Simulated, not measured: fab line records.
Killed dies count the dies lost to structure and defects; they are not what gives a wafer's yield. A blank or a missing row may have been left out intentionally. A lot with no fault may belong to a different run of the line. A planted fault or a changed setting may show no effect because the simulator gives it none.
What tool caused it?	flow rit cmos	42 wafers from 14 lots sampled at 5 of the route's 202 steps

== WHAT EACH GAUGE READ, for each wafer ==
RIT_PRETRO_TW_MEAS_10. Usual: PRETRO_TW gives 472 (standard deviation 3.4).
lot	measured	on	PRETRO_TW	flag
L329	day 2 10:15	film metro-04	483 479 481	
L330	day 2 16:27	film metro-02	473 472 471	
L331	day 2 21:38	film metro-02	472 472 472	
L332	day 2 23:39	film metro-01	469 473 469	
L333	day 3 05:57	film metro-01	470 470 469	
L334	day 3 10:59	film metro-01	472 472 473	
L335	day 3 16:12	film metro-02	471 471 473	
L342	day 5 01:14	film metro-02	409 412 412	OFF
L344	day 5 10:47	film metro-04	418 417 418	OFF
L345	day 5 17:20	film metro-01	470 470 472	
L347	day 6 04:08	film metro-02	473 473 470	
L350	day 6 16:22	film metro-04	479 480 477	
L351	day 6 22:46	film metro-02	474 475 476	
L352	day 7 03:44	film metro-01	475 473 472	

RIT_NSD_OVL_MEAS_06. Usual: NSD_OVL gives 0.1 nm (standard deviation 1.6).
lot	measured	on	NSD_OVL (nm)	flag
L329	day 3 04:00	overlay-01	-0.8 0.3 0.2	
L330	day 3 09:46	overlay-02	0.6 1.6 0.6	
L331	day 3 14:13	overlay-02	-1.6 -2.3 -1.6	
L332	day 3 15:55	overlay-01	0.4 -0.6 0.4	
L333	day 3 23:40	overlay-01	-1.9 -1.0 -0.7	
L334	day 4 04:25	overlay-01	-1.7 -2.4 -1.1	
L335	day 4 07:13	overlay-02	1.2 1.0 0.3	
L342	day 5 19:04	overlay-01	1.2 0.8 -1.4	
L344	day 6 03:36	overlay-01	0.4 0.4 1.8	
L345	day 6 12:17	overlay-02	-2.6 -2.5 -2.6	
L347	day 6 22:13	overlay-02	-2.6 -1.7 -1.7	
L350	day 7 10:04	overlay-02	0.2 -0.6 0.0	
L351	day 7 16:23	overlay-01	-1.8 -2.4 -1.5	
L352	day 7 19:37	overlay-02	3.2 2.9 3.6	

RIT_M1_CD_MEAS_09: target cd 2600 nm. Usual: cd nm reads 2599.2 nm (standard deviation 1.7).
lot	measured	on	cd nm (nm)	flag
L329	day 3 11:18	cd sem-01	2600.4 2596.8 2597.8	
L330	day 3 17:04	cd sem-02	2599.8 2601.6 2600.3	
L331	day 3 21:45	cd sem-02	2600.0 2599.7 2599.6	
L332	day 3 23:26	cd sem-01	2598.1 2599.7 2597.2	
L333	day 4 06:57	cd sem-01	2598.9 2598.3 2597.1	
L334	day 4 11:37	cd sem-02	2601.6 2599.4 2598.1	
L335	day 4 14:50	cd sem-02	2600.4 2603.1 2601.2	
L342	day 6 02:25	cd sem-01	2600.6 2600.6 2600.3	
L344	day 6 11:09	cd sem-02	2596.7 2597.3 2596.8	
L345	day 6 19:27	cd sem-01	2601.9 2600.4 2599.9	
L347	day 7 05:46	cd sem-01	2597.7 2598.9 2598.0	
L350	day 7 17:14	cd sem-01	2600.1 2600.6 2601.8	
L351	day 7 23:48	cd sem-02	2597.2 2600.1 2597.8	
L352	day 8 03:02	cd sem-01	2598.5 2598.3 2596.9	

== EACH LOT AND THE TOOL THAT RAN IT (in order: tool; ch and the chambers of the sampled wafers; start) ==
lot	RIT_PRETRO_IMPLANT_08	RIT_SILICIDE_RTA_04
L329	implanter-03 ch 0, day 2 09:55	rtp anneal-02 ch 0, day 3 07:28
L330	implanter-01 ch 0, day 2 16:08	rtp anneal-01 ch 0, day 3 13:08
L331	implanter-01 ch 0, day 2 21:19	rtp anneal-02 ch 0, day 3 17:44
L332	implanter-01 ch 0, day 2 23:20	rtp anneal-01 ch 0, day 3 19:26
L333	implanter-03 ch 0, day 3 05:38	rtp anneal-02 ch 0, day 4 03:11
L334	implanter-03 ch 0, day 3 10:39	rtp anneal-01 ch 0, day 4 07:41
L335	implanter-01 ch 0, day 3 15:55	rtp anneal-02 ch 0, day 4 10:52
L342	implanter-03 ch 0, day 5 00:55	rtp anneal-01 ch 0, day 5 22:26
L344	implanter-03 ch 0, day 5 10:28	rtp anneal-01 ch 0, day 6 06:59
L345	implanter-02 ch 0, day 5 17:03	rtp anneal-02 ch 0, day 6 15:32
L347	implanter-02 ch 0, day 6 03:49	rtp anneal-02 ch 0, day 7 01:34
L350	implanter-02 ch 0, day 6 16:04	rtp anneal-01 ch 0, day 7 13:21
L351	implanter-02 ch 0, day 6 22:29	rtp anneal-02 ch 0, day 7 19:47
L352	implanter-01 ch 0, day 7 03:16	rtp anneal-01 ch 0, day 7 22:53
- RIT_PRETRO_IMPLANT_08
- RIT_SILICIDE_RTA_04: time 10 s, ramp up 5 s, ramp down 5 s.

== AS READ BY THE TOOLS THEMSELVES (means over the sampled wafers that have a number; for cases with no such wafer, the mark the record gives instead) ==
RIT_PRETRO_IMPLANT_08. Usual: dose ions cm2 1.2e+13, standard deviation 1.5e+10; faraday current uA 38.1, standard deviation 0.77.
lot	tool	dose ions cm2	faraday current uA	flag
L329	implanter-03	1.2e+13	37.7	
L330	implanter-01	1.2e+13	37.5	
L331	implanter-01	1.2e+13	38.2	
L332	implanter-01	1.2e+13	38.7	
L333	implanter-03	1.2e+13	38.3	
L334	implanter-03	1.2e+13	37.8	
L335	implanter-01	1.2e+13	37.8	
L342	implanter-03	7.7e+12	24.5	OFF
L344	implanter-03	7.8e+12	24.4	OFF
L345	implanter-02	1.2e+13	37.9	
L347	implanter-02	1.2e+13	38.1	
L350	implanter-02	1.2e+13	38.1	
L351	implanter-02	1.2e+13	38.2	
L352	implanter-01	1.2e+13	37.9	

RIT_SILICIDE_RTA_04. Usual: chamber o2 ppm 2.003, standard deviation 0.025; wafer_temp_C_max 653.6, standard deviation 0.76.
lot	tool	chamber o2 ppm	wafer_temp_C_max	flag
L329	rtp anneal-02	1.986	653.4	
L330	rtp anneal-01	1.988	654.0	
L331	rtp anneal-02	2.006	653.6	
L332	rtp anneal-01	1.989	653.7	
L333	rtp anneal-02	1.986	653.7	
L334	rtp anneal-01	2.040	654.0	
L335	rtp anneal-02	2.023	653.0	
L342	rtp anneal-01	2.027	654.0	
L344	rtp anneal-01	1.995	654.0	
L345	rtp anneal-02	2.018	654.1	
L347	rtp anneal-02	1.982	652.9	
L350	rtp anneal-01	2.004	653.7	
L351	rtp anneal-02	1.976	653.6	
L352	rtp anneal-01	2.011	654.1	

== THE ANSWER, worked out from the rows above alone ==
Rule: lot off if the mean of its wafers having a number is beyond 3 standard deviations from the usual mean. Also off: a lot with no number at a reading for which 4 or more lots have one. Where the step has rows for the other lots, those lots are counted as sound. The gauges are gone through in route order, then the tools' own readings, and for those a lot's mean is taken as printed above. At the first step where some lot is off, the reading lying furthest off is the one used; lots without a number count as furthest.
Off: L342, L344, seen at RIT_PRETRO_TW_MEAS_10 (PRETRO_TW).
A tool fits if, at a process step before that reading, it ran every lot that is off, and no sound lot after the first of them. Not tried: the gauges at RIT_PRETRO_TW_MEAS_10; whatever is off there is also off at RIT_PRETRO_IMPLANT_08, on other tools, and gauge error can't account for it. One fits: RIT_PRETRO_IMPLANT_08 on implanter-03. A fault onset in the window from L334 (day 3 10:39, its last sound lot) to L342 (day 5 00:55, its first lot off) fits.
The tool's own readings at RIT_PRETRO_IMPLANT_08 bear it out: on the lots that are off they differ by more than 5 times the standard deviation of the sound lots' means. dose ions cm2 reads 7.8e+12 there against 1.2e+13 on the sound lots; faraday current uA reads 24.4 there against 38.0 on the sound lots.

== WHAT WAS PUT IN BY THE SIMULATOR ==
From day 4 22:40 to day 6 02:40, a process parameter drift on implanter-03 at RIT_PRETRO_IMPLANT_08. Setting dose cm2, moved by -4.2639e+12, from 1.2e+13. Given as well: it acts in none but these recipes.
Lots struck among those shown: L342, L344. Same finding as the rule above.
